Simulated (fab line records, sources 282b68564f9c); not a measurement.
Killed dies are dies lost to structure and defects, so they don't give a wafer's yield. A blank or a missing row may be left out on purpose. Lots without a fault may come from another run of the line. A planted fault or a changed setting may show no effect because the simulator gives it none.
Split-lot experiment | flow rit_cmos | 5 lots, 23 wafers read, on a route of 202 steps

THE SPLIT
At RIT_NLDD_IMPLANT_08, the setting energy_kev was moved away from the recipe's 20 on 7 of the 23 wafers read, by -5.9% to +2.8%. The other wafers ran this setting at the recipe's value.

The reading is taken at the split's own step.

THE READING
implant.drp_nm (the simulator's own value, which no gauge read), in nm, at RIT_NLDD_IMPLANT_08. The file gives no usual value for it.

wafer  | tool, chamber at the split | energy_kev as run | against the recipe | implant.drp_nm, nm | against lot-mates on the recipe
L075.1 | implanter-01, 0            | 20                | recipe             | 12.97              | -
L075.3 | implanter-01, 0            | 20                | recipe             | 12.97              | -
L075.5 | implanter-01, 0            | 20                | recipe             | 12.97              | -
L076.2 | implanter-01, 0            | 20                | recipe             | 12.97              | -
L076.6 | implanter-01, 0            | 20                | recipe             | 12.97              | -
L076.3 | implanter-01, 0            | 20.57             | +2.8%              | 13.19              | +0.22
L076.4 | implanter-01, 0            | 20.57             | +2.8%              | 13.19              | +0.22
L076.5 | implanter-01, 0            | 20.57             | +2.8%              | 13.19              | +0.22
L077.1 | implanter-01, 0            | 20                | recipe             | 12.97              | -
L077.5 | implanter-01, 0            | 20                | recipe             | 12.97              | -
L077.6 | implanter-01, 0            | 20                | recipe             | 12.97              | -
L077.3 | implanter-01, 0            | 18.83             | -5.9%              | 12.51              | -0.46
L077.4 | implanter-01, 0            | 18.83             | -5.9%              | 12.51              | -0.46
L082.1 | implanter-01, 0            | 20                | recipe             | 12.97              | -
L082.4 | implanter-01, 0            | 20                | recipe             | 12.97              | -
L082.5 | implanter-01, 0            | 20                | recipe             | 12.97              | -
L082.2 | implanter-01, 0            | 18.93             | -5.3%              | 12.55              | -0.42
L082.6 | implanter-01, 0            | 18.93             | -5.3%              | 12.55              | -0.42
L083.1 | implanter-03, 0            | 20                | recipe             | 12.97              | -
L083.2 | implanter-03, 0            | 20                | recipe             | 12.97              | -
L083.3 | implanter-03, 0            | 20                | recipe             | 12.97              | -
L083.5 | implanter-03, 0            | 20                | recipe             | 12.97              | -
L083.6 | implanter-03, 0            | 20                | recipe             | 12.97              | -

THE FIT
A straight line over all 23 wafers: implant.drp_nm changes by +0.0783 nm for each +1% of energy_kev; r = +1.00; the points scatter about the line by 0.0012 nm.
The same after taking each lot's own level away (the mean of its wafers on the recipe; 23 wafers): +0.0783 nm for each +1%; r = +1.00; scatter 0.0012 nm.
On that fit, the largest move of energy_kev shifts the reading by 0.46 nm.
The lots' own levels span 12.970 to 12.970 nm.
So the lot-to-lot level changes the slope little: the two slopes agree.
Check: with one of the wafers moved furthest among these (-5.9%) left out of the fit, the line predicts -0.458 nm for it against its lot-mates. It came out at -0.46 nm against them.

OTHER SPLITS ON THESE WAFERS
These wafers also went through other splits before the reading. Each is held against what the fit with the lots' levels taken away leaves over:
other split on the same wafers      | wafers away from the commonest value | r with implant.drp_nm (lot level and that fit taken away)
RIT_ACTIVE_OXIDATION_01 temp_c      | 18                                   | -0.05
RIT_ACTIVE_COAT_06 spin_rpm         | 7                                    | +0.24
RIT_ACTIVE_ETCH_13 over_etch_frac   | 5                                    | +0.21
RIT_FOX2_OXIDATION_00 temp_c        | 15                                   | +0.44
RIT_NWELL_COAT_01 resist_thk_nm     | 9                                    | +0.08
RIT_NWELL_DEVELOP_05 develop_time_s | 9                                    | +0.30
RIT_NRETRO_IMPLANT_08 dose_cm2      | 4                                    | -0.28
RIT_PRETRO_IMPLANT_08 energy_kev    | 9                                    | +0.04
RIT_GATE_OXIDATION_05 temp_c        | 18                                   | +0.27
RIT_GATE_DEVELOP_15 develop_time_s  | 10                                   | -0.39
RIT_NLDD_SOFTBAKE_02 temp_c         | 7                                    | +0.17

THE WHOLE CHAIN: every reading that the file lists as answering this split, in the file's order
step                | what it does | reading                                                         | change (the file's fit)               | r (the file's)
RIT_NLDD_IMPLANT_08 |              | implant.rp_nm (the simulator's own value, which no gauge read)  | +0.191 nm for each +1% of the setting | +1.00
RIT_NLDD_IMPLANT_08 |              | implant.drp_nm (the simulator's own value, which no gauge read) | +0.079 nm for each +1% of the setting | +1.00

THE FILE'S OWN FIT
implant.drp_nm changes by +0.079 nm for each +1% of energy_kev, r = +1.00.
